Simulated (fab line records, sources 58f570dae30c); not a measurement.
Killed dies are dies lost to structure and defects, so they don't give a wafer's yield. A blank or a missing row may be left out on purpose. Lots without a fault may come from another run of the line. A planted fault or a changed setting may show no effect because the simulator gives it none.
Which tool did it? | flow berkeley_cmos170 | 15 lots, 45 wafers sampled, at 4 steps of a route of 331

WHAT THE GAUGES READ, wafer by wafer
UCB170_PLDD_OVL_MEAS_07. Usual: PLDD_OVL 1 nm, standard deviation 5.8.
lot  | measured     | on         | PLDD_OVL (nm) | flag
L501 | day 8 00:19  | overlay-02 | 8 3 3         |
L499 | day 8 05:38  | overlay-01 | 2 -3 0        |
L502 | day 8 05:07  | overlay-02 | 1 -2 0        |
L503 | day 8 05:52  | overlay-01 | 1 1 5         |
L505 | day 8 04:52  | overlay-01 | -9 -9 -12     |
L506 | day 8 16:47  | overlay-01 | 5 4 12        |
L507 | day 8 23:47  | overlay-01 | -2 0 0        |
L509 | day 8 23:32  | overlay-02 | -6 -8 -7      |
L508 | day 9 12:06  | overlay-01 | -1 -7 -1      |
L511 | day 9 11:50  | overlay-02 | 7 -1 4        |
L512 | day 9 12:23  | overlay-01 | 9 9 10        |
L513 | day 10 11:09 | overlay-01 | 6 4 7         |
L514 | day 10 23:04 | overlay-01 | 1 -4 -1       |
L515 | day 10 23:25 | overlay-01 | 4 1 -3        |
L522 | day 11 23:55 | overlay-01 | 0 1 -6        |

UCB170_NSD_CD_MEAS_06: target cd 1200 nm. Usual: cd_nm 1200.0 nm, standard deviation 1.5.
lot  | measured     | on        | cd_nm (nm)           | flag
L501 | day 8 16:53  | cd_sem-01 | 1199.8 1199.4 1199.0 |
L499 | day 8 19:27  | cd_sem-01 | 1201.1 1201.1 1201.8 |
L502 | day 8 19:37  | cd_sem-02 | 1200.4 1200.5 1201.2 |
L503 | day 8 19:58  | cd_sem-01 | 1200.4 1199.4 1199.5 |
L505 | day 8 19:10  | cd_sem-02 | 1198.3 1197.0 1197.4 |
L506 | day 9 05:55  | cd_sem-02 | 1198.8 1199.6 1199.4 |
L507 | day 9 13:42  | cd_sem-01 | 1200.7 1199.6 1199.9 |
L509 | day 9 13:42  | cd_sem-02 | 1200.0 1199.7 1199.8 |
L508 | day 10 04:13 | cd_sem-02 | 1198.4 1198.0 1199.4 |
L511 | day 10 04:11 | cd_sem-01 | 1198.4 1198.3 1199.5 |
L512 | day 10 04:34 | cd_sem-02 | 1200.3 1200.0 1201.1 |
L513 | day 11 01:19 | cd_sem-02 | 1201.2 1203.7 1202.8 |
L514 | day 11 11:54 | cd_sem-01 | 1201.5 1200.8 1200.2 |
L515 | day 11 12:27 | cd_sem-02 | 1198.4 1198.5 1198.7 |
L522 | day 12 14:02 | cd_sem-02 | 1201.9 1201.7 1200.8 |

WHICH TOOL RAN EACH LOT (tool, then ch and the chambers of the sampled wafers, then the start)
lot  | UCB170_FIELD_WET_ETCH_06        | UCB170_GATE_ETCH_14
L501 | wet_bench-01 ch 1, day 6 11:21  | rie_diel-04 ch 0,3, day 7 22:43
L499 | wet_bench-03 ch 2, day 6 16:35  | rie_diel-02 ch 0,1, day 8 02:46
L502 | wet_bench-03 ch 1, day 6 16:35  | rie_diel-03 ch 1,2,3, day 8 02:30
L503 | wet_bench-03 ch 2, day 6 16:35  | rie_diel-04 ch 0,1,3, day 8 03:07
L505 | wet_bench-03 ch 2, day 6 16:35  | rie_diel-04 ch 0,1,2, day 8 02:30
L506 | wet_bench-04 ch 3, day 6 22:25  | rie_diel-02 ch 0,1,3, day 8 13:25
L507 | wet_bench-01 ch 2, day 7 11:24  | rie_diel-03 ch 2,3, day 8 22:13
L509 | wet_bench-01 ch 1, day 7 11:24  | rie_diel-02 ch 0,1,3, day 8 21:46
L508 | wet_bench-01 ch 0, day 7 19:50  | rie_diel-03 ch 0,1,3, day 9 08:41
L511 | wet_bench-01 ch 2, day 7 19:50  | rie_diel-02 ch 0,3, day 9 08:19
L512 | wet_bench-01 ch 2, day 7 19:50  | rie_diel-04 ch 1,2, day 9 08:34
L513 | wet_bench-01 ch 0, day 8 19:56  | rie_diel-04 ch 0,3, day 10 09:15
L514 | wet_bench-01 ch 2, day 9 03:31  | rie_diel-02 ch 0,1,2, day 10 20:48
L515 | wet_bench-01 ch 3, day 9 03:31  | rie_diel-03 ch 1,2, day 10 20:55
L522 | wet_bench-03 ch 1, day 10 06:52 | rie_diel-03 ch 0,2,3, day 11 22:13
- UCB170_FIELD_WET_ETCH_06: etches SiO2 in BOE, time 22 s.
- UCB170_GATE_ETCH_14: etches BARC in N2/H2.

WHAT THE TOOLS THEMSELVES READ (means of the sampled wafers that have a number; where no wafer has one, the mark that the record gives instead)
UCB170_FIELD_WET_ETCH_06. Usual: bath_heat_duty_pct 6.2 %, standard deviation 0.6; run_length_s 50.1 s, standard deviation 2.3.
lot  | tool         | bath_heat_duty_pct (%) | run_length_s (s) | flag
L501 | wet_bench-01 | 6.1                    | 49.4             |
L499 | wet_bench-03 | 6.2                    | 48.6             |
L502 | wet_bench-03 | 6.6                    | 48.4             |
L503 | wet_bench-03 | 5.9                    | 48.3             |
L505 | wet_bench-03 | 5.8                    | 48.5             |
L506 | wet_bench-04 | 5.9                    | 54.1             |
L507 | wet_bench-01 | 6.6                    | 48.8             |
L509 | wet_bench-01 | 6.1                    | 49.8             |
L508 | wet_bench-01 | 5.3                    | 49.2             |
L511 | wet_bench-01 | 6.2                    | 48.7             |
L512 | wet_bench-01 | 6.5                    | 49.4             |
L513 | wet_bench-01 | -                      | -                | OFF
L514 | wet_bench-01 | -                      | -                | OFF
L515 | wet_bench-01 | -                      | -                | OFF
L522 | wet_bench-03 | 6.3                    | 53.0             |

UCB170_GATE_ETCH_14. Usual: bias_w 100.0 W, standard deviation 0.3; chamber_pressure_mTorr 30.000 mTorr, standard deviation 0.027; drypump_motor_current_A 5.8 A, standard deviation 0.47; h2_flow_sccm 200.0 sccm, standard deviation 0.6; oes_product_au 1.008 a.u., standard deviation 0.022; throttle_valve_pct 13.26 %, standard deviation 0.19.
lot  | tool        | bias_w (W) | chamber_pressure_mTorr (mTorr) | drypump_motor_current_A (A) | h2_flow_sccm (sccm) | oes_product_au (a.u.) | throttle_valve_pct (%) | flag
L501 | rie_diel-04 | 100.0      | 30.002                         | 5.2                         | 200.1               | 1.048                 | 13.17                  |
L499 | rie_diel-02 | 100.2      | 29.986                         | 6.3                         | 200.0               | 0.986                 | 13.12                  |
L502 | rie_diel-03 | 100.0      | 30.004                         | 5.9                         | 199.9               | 1.010                 | 13.28                  |
L503 | rie_diel-04 | 100.0      | 30.012                         | 5.6                         | 200.6               | 1.028                 | 13.09                  |
L505 | rie_diel-04 | 100.3      | 30.024                         | 6.0                         | 200.3               | 1.001                 | 13.20                  |
L506 | rie_diel-02 | 99.7       | 29.999                         | 6.0                         | 199.7               | 1.010                 | 13.24                  |
L507 | rie_diel-03 | 100.1      | 29.979                         | 5.6                         | 200.2               | 1.011                 | 13.43                  |
L509 | rie_diel-02 | 100.1      | 30.012                         | 6.0                         | 200.5               | 1.008                 | 13.23                  |
L508 | rie_diel-03 | 100.0      | 30.004                         | 6.1                         | 200.2               | 1.005                 | 13.26                  |
L511 | rie_diel-02 | 99.8       | 29.991                         | 5.8                         | 200.8               | 1.012                 | 13.37                  |
L512 | rie_diel-04 | 100.1      | 29.991                         | 6.0                         | 200.2               | 0.979                 | 13.36                  |
L513 | rie_diel-04 | 100.0      | 30.000                         | 5.2                         | 200.3               | 1.038                 | 13.18                  |
L514 | rie_diel-02 | 100.0      | 30.008                         | 5.9                         | 200.1               | 0.998                 | 13.18                  |
L515 | rie_diel-03 | 100.0      | 29.992                         | 5.8                         | 199.9               | 1.004                 | 13.36                  |
L522 | rie_diel-03 | 100.0      | 29.989                         | 5.8                         | 199.9               | 1.009                 | 13.42                  |

THE ANSWER, worked out from the rows above alone
Rule: a lot is off if the mean of its wafers that have a number lies more than 3 standard deviations from the usual mean. A lot without any number at a reading at which 4 lots or more have one is off too. The other lots that the step has rows for count as sound. The gauges are gone through in route order, then the tools' own readings, and for those a lot's mean is taken as printed above. The first step at which some lot is off is used, and at that step the reading that is off furthest; a lot without a number counts as furthest.
Off: L513, L514, L515, at UCB170_FIELD_WET_ETCH_06 (bath_heat_duty_pct). Without a number there: L513, L514, L515.
A tool fits if, at that step or a process step before it, it ran every lot that is off, and no sound lot after the first of them. One fits: wet_bench-01 at UCB170_FIELD_WET_ETCH_06. Its last sound lot is L508 (day 7 19:50), its first lot that is off L513 (day 8 19:56): a fault that began between those two fits.
Blank at UCB170_FIELD_WET_ETCH_06 on the lots that are off, where sound lots have numbers: bath_heat_duty_pct, run_length_s.

WHAT THE SIMULATOR HAD PUT IN
Skipped step whole: wet_bench-01, from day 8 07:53 on, at UCB170_FIELD_WET_ETCH_06. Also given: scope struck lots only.
Lots struck among those shown: L513, L514, L515. The rule above found the same.
